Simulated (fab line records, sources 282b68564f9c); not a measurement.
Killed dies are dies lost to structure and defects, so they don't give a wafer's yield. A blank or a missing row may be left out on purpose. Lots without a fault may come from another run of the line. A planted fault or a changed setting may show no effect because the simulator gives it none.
fab line records | flow rit_cmos
record lots=7 wafers=21 last_day=6
route steps=202 shown PLDD@122 SPACER@125 NSD@131 M1@202
lots that met no fault: from a run of the same line without faults
start_h: hours from the record's first day to the start of the lot's first wafer shown | wait_h: hours since the lot's step before | " the same as in the row above | L1.1+2: a row that stands for several wafers | - no value, or no start given | * or withheld: withheld | < > ~ a bound
route shown NAME@n: a module of which the file shows steps, and the number in the route of the first | usual: mean/standard deviation of fault-free wafers | same: alike in all rows | chamber/n: place in a boat | sites: the reading at each site | _std_site: their standard deviation | _edge_site: outer sites' mean less inner sites' | radius_mm: how far each site lies from the wafer's centre | mask NAME#n: copy n | behind: the tool/chamber that last shaped the wafer | hold: why the lot was held/for how many hours/how that ended | device: the transistor (n, p or np) that didn't switch | end of line: the same wafers' tests at the end of the route | a step without rows: its recipe alone | killed: dies lost to structure and defects at the first sort, not the wafer's yield | map: a wafer's dies, x killed, . not, _ none there
set.NAME: the setting as run; set.NAME@STEP: as run at that earlier step | model.NAME: the simulator's own value behind a step, which no gauge read
lots at some steps of the route; a table a step, a row a wafer
services: from which hour (start_h, from the record's first day; less than 0 if before it) a tool's chamber was out of use, for how many hours, and why
## steps
# step RIT_PLDD_IMPLANT_08
# recipe species=BF2 energy_kev=20 dose_cm2=9e+14 tilt_deg=7
# step RIT_PLDD_STRIP_09
# recipe chemistry=O2 time_s=180 resist=NOVOLAK platen_temp_c=withheld power_w=500 pressure_mtorr=4000 o2_flow_sccm=4000
# usual drypump_motor_current_A=6.0/0.35 rf_refl_power_W=7.6/1.4
# columns lot.wafer tool chamber start_h wait_h drypump_motor_current_A rf_hours_counter_h rf_refl_power_W
L451.1 plasma_asher-03 0 44.42 0.1 6.3 27 10.1
L451.4 " 1 " " 5.6 - 6.2
L451.5 " 1 " " 5.5 - 6.3
L453.1 plasma_asher-04 0 56.15 0.1 6.2 43 6.9
L453.4 " 1 " " 6.1 - 8.2
L453.6 " 0 " " 6.3 - 7.0
L457.1 plasma_asher-03 0 73.25 0.1 6.3 31 10.1
L457.3 " 0 " " 6.3 - 10.2
L457.4 " 1 " " 5.5 - 6.2
L460.3 plasma_asher-01 0 89.52 0.1 6.1 - 7.2
L460.5 " 1 " " 5.4 - 6.9
L460.6 " 0 " " 6.1 - 7.2
L461.2 plasma_asher-01 1 93.43 0.1 5.4 40 6.9
L461.4 " 0 " " 6.1 - 6.7
L461.5 " 0 " " 6.1 - 6.5
L465.2 plasma_asher-04 0 113.46 0.1 6.3 50 6.8
L465.3 " 0 " " 6.2 - 6.7
L465.4 " 1 " " 6.1 - 8.3
L469.1 plasma_asher-04 1 132.92 0.1 6.1 53 8.1
L469.3 " 1 " " 6.1 - 8.2
L469.5 " 0 " " 6.3 - 6.7
# step RIT_PLDD_TW_MEAS_10
# usual PLDD_TW=2349/9.6
# columns lot.wafer tool chamber start_h wait_h PLDD_TW
L451.1 film_metro-02 - 44.60 0.1 2356
L451.4 " - " " 2357
L451.5 " - " " 2362
L453.1 film_metro-04 - 56.32 0.1 2350
L453.4 " - " " 2361
L453.6 " - " " 2340
L457.1 film_metro-02 - 73.43 0.1 2347
L457.3 " - " " 2348
L457.4 " - " " 2337
L460.3 film_metro-04 - 89.65 0.1 2344
L460.5 " - " " 2344
L460.6 " - " " 2345
L461.2 film_metro-03 - 93.61 0.1 2346
L461.4 " - " " 2342
L461.5 " - " " 2350
L465.2 film_metro-03 - 113.64 0.1 2345
L465.3 " - " " 2335
L465.4 " - " " 2344
L469.1 film_metro-02 - 133.10 0.1 2349
L469.3 " - " " 2340
L469.5 " - " " 2345
# step RIT_SPACER_CLEAN_00
# recipe chemistry=SC1 mix=3:3:50 time_s=600 temp_c=75
# step RIT_SPACER_CLEAN_01
# recipe chemistry=dHF dilution=50:1 time_s=30
# step RIT_SPACER_CLEAN_02
# recipe chemistry=SC2 mix=3:3:50 time_s=600 temp_c=75 dry=n2_spin
# step RIT_SPACER_CVD_03
# recipe material=Si3N4 target_thk_nm=250 temp_c=810 precursor=SiH2Cl2/NH3 time_s=3300 pressure_mtorr=300 sih2cl2_flow_sccm=60 nh3_flow_sccm=150
# step RIT_SPACER_THK_MEAS_04
# recipe reads=Si3N4_of_SPACER_CVD_03
# usual SPACER_NITRIDE_THK=249.1/2.9
# columns lot.wafer tool chamber start_h wait_h SPACER_NITRIDE_THK[nm]
L451.1 film_metro-02 - 46.94 0.0 248.9
L451.4 " - " " 248.5
L451.5 " - " " 247.8
L453.1 film_metro-04 - 58.70 0.0 246.3
L453.4 " - " " 243.7
L453.6 " - " " 245.9
L457.1 film_metro-02 - 75.77 0.0 250.0
L457.3 " - " " 249.4
L457.4 " - " " 248.9
L460.3 film_metro-04 - 92.03 0.0 249.1
L460.5 " - " " 248.1
L460.6 " - " " 248.2
L461.2 film_metro-02 - 95.96 0.0 252.5
L461.4 " - " " 252.8
L461.5 " - " " 252.5
L465.2 film_metro-02 - 116.00 0.0 250.1
L465.3 " - " " 249.2
L465.4 " - " " 249.9
L469.1 film_metro-01 - 135.47 0.0 253.6
L469.3 " - " " 253.0
L469.5 " - " " 251.5
# step RIT_SPACER_ETCHBACK_05
# recipe target_depth_a=2500 SF6_flow_sccm=30 CHF3_flow_sccm=30 target=Si3N4 chemistry=SF6/CHF3 pressure_mtorr=40 rf_w=250 time_s=240 stop_on=SiO2
# usual CHF3_flow_sccm=30.01/0.091 drypump_motor_current_A=5.82/0.29 oes_product_au=0.846/0.017 throttle_valve_pct=10.18/0.12
# columns lot.wafer tool chamber start_h wait_h CHF3_flow_sccm drypump_motor_current_A oes_product_au rf_hours_counter_h throttle_valve_pct
L451.1 rie_diel-04 0 47.00 0.1 30.04 5.88 0.845 121 10.29
L451.4 " 1 " " 30.04 6.13 0.836 115 10.32
L451.5 " 3 " " 30.03 5.79 0.867 - 10.19
L453.1 rie_diel-02 1 58.76 0.1 30.15 5.84 0.842 53 9.98
L453.4 " 0 " " 29.92 6.40 0.824 138 10.18
L453.6 " 2 " " 29.80 5.47 0.809 - 10.16
L457.1 rie_diel-04 1 75.83 0.1 30.18 6.09 0.847 116 10.31
L457.3 " 0 " " 30.08 5.87 0.854 121 10.29
L457.4 " 3 " " 30.20 5.80 0.868 59 10.19
L460.3 rie_diel-02 2 92.07 0.0 30.05 5.43 0.812 148 10.17
L460.5 " 0 " " 29.93 6.40 0.834 - 10.20
L460.6 " 1 " " 29.98 5.79 0.838 - 9.99
L461.2 rie_diel-04 2 96.01 0.0 29.88 5.63 0.869 108 10.20
L461.4 " 3 " " 29.99 5.80 0.883 59 10.19
L461.5 " 3 " " 30.10 5.79 0.879 - 10.21
L465.2 rie_diel-01 3 116.05 0.0 30.15 6.37 0.830 66 10.10
L465.3 " 1 " " 30.03 5.67 0.833 144 10.15
L465.4 " 2 " " 29.98 5.40 0.849 6 10.13
L469.1 rie_diel-04 1 135.53 0.1 29.96 6.18 0.842 117 10.32
L469.3 " 2 " " 29.95 5.66 0.865 109 10.18
L469.5 " 2 " " 30.03 5.65 0.873 - 10.19
# step RIT_NSD_HMDS_00
# recipe prime_time_s=60 prime_temp_c=140
# step RIT_NSD_COAT_01
# recipe resist=NOVOLAK spin_rpm=3250 resist_thk_nm=1000
# step RIT_NSD_SOFTBAKE_02
# recipe resist=NOVOLAK temp_c=90 time_s=60
# step RIT_NSD_EXPOSE_03
# recipe mask_id=M9 na=0.57 target_cd_nm=40700 dose_mj=250
# columns lot.wafer tool chamber start_h wait_h mask model.NSD.overlay_x_nm
L451.1+4+5 iline_stepper-01 0 47.73 0.2 M9#0 -0.8522
L453.1+4+6 iline_stepper-02 0 59.49 0.2 M9#0 -1.319
L457.1+3+4 iline_stepper-01 0 76.56 0.2 M9#0 417.9
L460.3+5+6 iline_stepper-01 0 92.83 0.2 M9#0 421
L461.2+4+5 iline_stepper-01 0 96.63 0.1 M9#0 420.7
L465.2+3+4 iline_stepper-02 0 116.67 0.1 M9#0 0.8915
L469.1+3+5 iline_stepper-02 0 136.28 0.2 M9#0 -1.199
# step RIT_NSD_PEB_04
# recipe resist=NOVOLAK temp_c=withheld time_s=withheld
# step RIT_NSD_DEVELOP_05
# recipe resist=NOVOLAK develop_time_s=50 dev_temp_c=23
# step RIT_NSD_OVL_MEAS_06
# usual NSD_OVL=0.8/1.4
# columns lot.wafer tool chamber start_h wait_h hold NSD_OVL[nm]
L451.1 overlay-01 - 48.24 - - 1.5
L451.4 " - " " - 1.2
L451.5 " - " " - 1.4
L453.1 overlay-02 - 59.89 - - -0.4
L453.4 " - " " - -1.2
L453.6 " - " " - -2.7
L457.1 overlay-02 - 76.96 - await_dispo/0.2h/release 420.1
L457.3 " - " " await_dispo/0.2h/release 420.7
L457.4 " - " " await_dispo/0.2h/release 420.0
L457.1 overlay-02 - 77.16 0.2 - 420.0
L457.3 " - " " - 420.3
L457.4 " - " " - 420.4
L460.3 overlay-01 - 93.20 - await_dispo/0.2h/release 422.3
L460.5 " - " " await_dispo/0.2h/release 421.6
L460.6 " - " " await_dispo/0.2h/release 422.0
L460.3 overlay-01 - 93.41 0.2 - 421.9
L460.5 " - " " - 421.2
L460.6 " - " " - 422.2
L461.2 overlay-02 - 97.01 - await_dispo/0.2h/release 421.2
L461.4 " - " " await_dispo/0.2h/release 421.5
L461.5 " - " " await_dispo/0.2h/release 420.7
L461.2 overlay-02 - 97.22 0.2 - 421.0
L461.4 " - " " - 421.5
L461.5 " - " " - 420.9
L465.2 overlay-02 - 117.09 - - 1.9
L465.3 " - " " - 1.5
L465.4 " - " " - 1.6
L469.1 overlay-02 - 136.89 - - 0.1
L469.3 " - " " - 0.8
L469.5 " - " " - -1.3
# step RIT_M1_PROBE_99
# usual defect_limited_yield=97.4/1.2 killed_at_M0_to_M3=0.0/0.12 killed_at_contacts=0.1/0.23 killed_at_front_end=7/3.1 killed_dies=7/3.1 killed_open=3.4/2.1 killed_short=3.5/2 sort_bin_3_pad_short=0.1/0.24 sort_bin_5_function=1.5/0.82 sort_bin_6_memory=1.0/0.69 sort_n_pass=257/3.1 sort_yield_pct=97.4/1.2
# same gross_dies=264 killed_at_M4_up=0 killed_at_back_side=0 killed_at_other=0
# columns lot.wafer tool chamber start_h wait_h defect_limited_yield[%] killed_at_M0_to_M3 killed_at_contacts killed_at_front_end killed_dies killed_open killed_short sort_bin_3_pad_short[%] sort_bin_5_function[%] sort_bin_6_memory[%] sort_n_pass sort_yield_pct[%]
L451.1 prober-02 - 58.67 0.1 98.1 0 0 5 5 2 3 0 1.1 0.8 259 98.1
L451.4 prober-02 - 58.82 0.2 97.7 0 0 6 6 0 6 0.4 1.5 0.4 258 97.7
L451.5 prober-02 - 58.87 0.2 97.7 0 0 6 6 2 4 0 0.8 1.5 258 97.7
L453.1 prober-02 - 70.05 0.1 98.1 0 1 4 5 2 3 0.4 0.8 0.8 259 98.1
L453.4 prober-02 - 70.20 0.2 99.6 0 0 1 1 0 1 0 0.4 0 263 99.6
L453.6 prober-02 - 70.30 0.2 98.5 0 0 4 4 1 3 0 1.1 0.4 260 98.5
# killed by level:class
L451.1 GATE:geometric_particle:short=2 FOX1:geometric_particle:short=1 REOX:geometric_particle:open=1 SPACER:geometric_particle:open=1
L451.4 GATE:geometric_particle:short=4 FOX1:geometric_particle:short=1 SILICIDE:geometric_particle:short=1
L451.5 GATE:geometric_particle:short=2 SPACER:geometric_particle:open=2 ACTIVE:geometric_particle:short=1 FOX1:geometric_particle:short=1
L453.1 FOX1:geometric_particle:open=1 GATE:geometric_particle:open=1 GATE:geometric_particle:short=1 SPACER:geometric_particle:short=1 CONTACT:geometric_particle:short=1
L453.4 FOX1:geometric_particle:short=1
L453.6 GATE:geometric_particle:short=1 REOX:geometric_particle:open=1 SPACER:geometric_particle:short=1 SILICIDE:geometric_particle:short=1
## services
# columns tool chamber start_h hours kind
plasma_asher-01 - 26.78 5.5 repair
rie_diel-04 - 28.55 2.8 pm
rie_diel-01 0 35.39 15.6 repair
plasma_asher-01 - 46.76 12.8 repair
iline_stepper-02 - 47.05 1.7 pm
rie_diel-02 2 48.25 9.4 repair
rie_diel-02 - 62.39 2.6 repair
rie_diel-01 - 73.55 2.8 pm
rie_diel-04 2 81.07 4.4 repair
plasma_asher-03 - 93.85 2.8 pm
rie_diel-04 - 103.65 0.6 repair
plasma_asher-01 - 120.14 15.6 pm
iline_stepper-01 - 122.91 1.7 pm
## key
first_sign step=RIT_NSD_OVL_MEAS_06 reading=visit direction=added
effect step=RIT_NSD_OVL_MEAS_06 reading=NSD_OVL direction=up sigmas=99+ usual=0.8 struck=421.1
model_effect step=RIT_NSD_EXPOSE_03 value=NSD.overlay_x_nm without=-0.1592 struck=419.8
met_at RIT_NSD_EXPOSE_03
struck_wafers L457.1,L457.3,L457.4,L460.3,L460.5,L460.6,L461.2,L461.4,L461.5
scrapped_behind RIT_NSD_OVL_MEAS_06 L457.1,L457.3,L457.4,L460.3,L460.5,L460.6,L461.2,L461.4,L461.5
onset_between 47.73 76.56
fault kind=scanner_matching_overlay tool=iline_stepper-01 chamber=- onset_h=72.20 steps=RIT_NSD_EXPOSE_03 offset=420
